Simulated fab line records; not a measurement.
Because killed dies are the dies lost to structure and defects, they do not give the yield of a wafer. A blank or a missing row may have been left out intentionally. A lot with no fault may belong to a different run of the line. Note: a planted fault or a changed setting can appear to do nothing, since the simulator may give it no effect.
Lot-split experiment	flow rit-cmos	5 lots, 23 wafers read, on a route of 202 steps

## THE SPLIT
At RIT_PWELL_IMPLANT_08, the setting dose-cm2 was moved away from the recipe's 7e+13 on 8 of the 23 wafers read, by -7.0% to +3.9%. This setting was run at the recipe's value on the other wafers.

## FROM THE SPLIT TO THE READING: what the file shows between them, 2 steps
- RIT_PWELL_STRIP_09: strips in O2, time 180 s
- RIT_WELLDRIVE_ANNEAL_00: time 14700 s

## THE READING
PWELL_RS (ohm/sq), read at RIT_WELLDRIVE_RS_MEAS_02 with a four-point probe. Typical for fault-free wafers on this fab line: 429.6 ohm/sq, with standard deviation 1.4 ohm/sq.

wafer	tool, chamber at the split	dose-cm2 as run	against the recipe	PWELL_RS, ohm/sq	against lot-mates on the recipe
L077.1	implanter-02, 0	7e+13	recipe	430.6	-
L077.2	implanter-02, 0	7.274e+13	+3.9%	421.2	-9.5
L077.3	implanter-02, 0	7e+13	recipe	430.8	-
L077.4	implanter-02, 0	7.274e+13	+3.9%	420.9	-9.8
L077.5	implanter-02, 0	7.274e+13	+3.9%	421.1	-9.6
L079.1	implanter-01, 0	7e+13	recipe	429.7	-
L079.2	implanter-01, 0	6.509e+13	-7.0%	450.5	+21.1
L079.3	implanter-01, 0	7e+13	recipe	429.1	-
L079.4	implanter-01, 0	6.509e+13	-7.0%	449.2	+19.8
L079.5	implanter-01, 0	6.509e+13	-7.0%	448.8	+19.4
L081.1	implanter-02, 0	7e+13	recipe	429.6	-
L081.3	implanter-02, 0	7e+13	recipe	428.5	-
L081.4	implanter-02, 0	7e+13	recipe	429.8	-
L084.1	implanter-02, 0	7e+13	recipe	429.5	-
L084.2	implanter-02, 0	7e+13	recipe	430.7	-
L084.4	implanter-02, 0	7e+13	recipe	430.5	-
L084.5	implanter-02, 0	7e+13	recipe	430.2	-
L084.6	implanter-02, 0	7e+13	recipe	429.8	-
L085.2	implanter-02, 0	7e+13	recipe	428.8	-
L085.3	implanter-02, 0	7e+13	recipe	429.5	-
L085.4	implanter-02, 0	7e+13	recipe	431.3	-
L085.5	implanter-02, 0	6.598e+13	-5.7%	446.6	+16.7
L085.6	implanter-02, 0	6.598e+13	-5.7%	446.5	+16.6

FIT RESULTS
A straight line over all 23 wafers: PWELL_RS changes by -2.69 ohm/sq for each +1% of dose-cm2; r = -0.99; the points scatter about the line by 0.96 ohm/sq.
The same after taking each lot's own level away (the mean of its wafers on the recipe; 23 wafers): -2.78 ohm/sq for each +1%; r = -1.00; scatter 0.75 ohm/sq.
The reading moves by 19 ohm/sq for the largest change in dose-cm2, on that fit.
The span of the lots' own levels, 429.30 to 430.70 ohm/sq, comes to 1.0 times the standard deviation stated above.
Hence the lot-to-lot level has little effect on the slope; both slopes agree.
Check: with one of the wafers moved furthest among these (-7.0%) left out of the fit, the line predicts +19.5 ohm/sq for it against its lot-mates. It came out at +21.1 ohm/sq against them.

## ADDITIONAL SPLITS CARRIED BY THESE WAFERS
These wafers also went through other splits before the reading. Each is held against what the fit with the lots' levels taken away leaves over:
other split on the same wafers	wafers away from the commonest value	r with PWELL_RS (lot level and that fit taken away)
RIT_ACTIVE_CVD_03 sih2cl2-flow-sccm	10	+0.22
RIT_ACTIVE_COAT_06 resist-thk-nm	11	+0.09
RIT_FOX2_OXIDATION_00 temp-c	10	-0.18
RIT_NWELL_IMPLANT_08 energy-kev	9	+0.21

## THE WHOLE CHAIN: every reading that the file lists as answering this split, in the file's order
step	what it does	reading	change (the file's fit)	r (the file's)
RIT_WELLDRIVE_RS_MEAS_02	measures by four-point-probe	PWELL_RS	-2.82 for each +1% of the setting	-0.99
RIT_M1_PROBE_99		etest.pwell-pinched.rs-ohm-sq (the simulator's own value, which no gauge read)	-3.69 for each +1% of the setting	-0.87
RIT_M1_PROBE_99		etest.pwell.rs-ohm-sq (the simulator's own value, which no gauge read)	-2.92 for each +1% of the setting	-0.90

## THE FILE'S OWN FIT
PWELL_RS changes by -2.82 ohm/sq for each +1% of dose-cm2, r = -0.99.
